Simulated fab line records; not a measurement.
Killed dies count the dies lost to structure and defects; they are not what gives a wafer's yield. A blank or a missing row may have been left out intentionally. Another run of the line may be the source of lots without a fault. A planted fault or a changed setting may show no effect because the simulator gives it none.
Chamber matching -- flow berkeley_cmos170 -- UCB170_V1_CMP_02 on cmp-01: 4 sister chambers
The step polishes SiO2. 14 wafers are shown with their chamber, then 7 later ones without.

WAFERS PAIRED WITH THEIR CHAMBERS
wafer,chamber,motor_current_A (A),retaining_ring_pressure_frac
L148.3,2,13.5,0.997
L148.5,2,13.0,0.993
L148.6,1,15.2,1.003
L152.1,1,16.0,0.994
L152.5,3,17.8,0.993
L152.6,0,17.6,1.002
L150.2,2,13.4,1.001
L150.3,3,17.7,0.997
L150.6,0,18.5,0.998
L149.3,3,17.9,1.003
L149.4,0,18.3,1.002
L149.6,0,18.2,0.998
L157.1,3,17.8,1.002
L157.2,2,14.5,0.993

SIGNATURES, as means of the wafers listed above
reading,chamber 0,chamber 1,chamber 2,chamber 3,scatter within a chamber
motor_current_A,18.150,15.600,13.600,17.800,0.448
retaining_ring_pressure_frac,1.00000,0.99850,0.99600,0.99875,0.00407
Rule: distance of a wafer from a chamber = root of the sum over the readings of ((wafer's reading minus chamber's mean) / reading's scatter) squared. If the next closest chamber is less than 2 further off than the closest, the wafer can't be placed; otherwise it belongs to the closest. How the scatter is found: for the shown wafers, subtract from each reading the mean of its chamber, square and add these, divide the total by (wafers less chambers), then take the root.

WAFERS MISSING THEIR CHAMBER
wafer,motor_current_A (A),retaining_ring_pressure_frac
L157.3,17.1,0.996
L159.1,14.3,0.994
L159.3,15.6,1.000
L159.4,18.1,0.994
L165.3,16.1,1.008
L165.4,14.4,0.998
L165.5,15.7,1.012

CHAMBER TAKEN BY EACH
wafer,from the rows above,in truth
L157.3,can't be placed: 3 or 0 or 1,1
L159.1,can't be placed: 2 or 1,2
L159.3,1,1
L159.4,can't be placed: 3 or 0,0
L165.3,can't be placed: 1 or 3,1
L165.4,can't be placed: 2 or 1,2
L165.5,1,1
Placed correctly: 2 of 7. From these rows, 5 cannot be placed; in 5 the true chamber is one of the candidates. Number placed wrongly: 0.
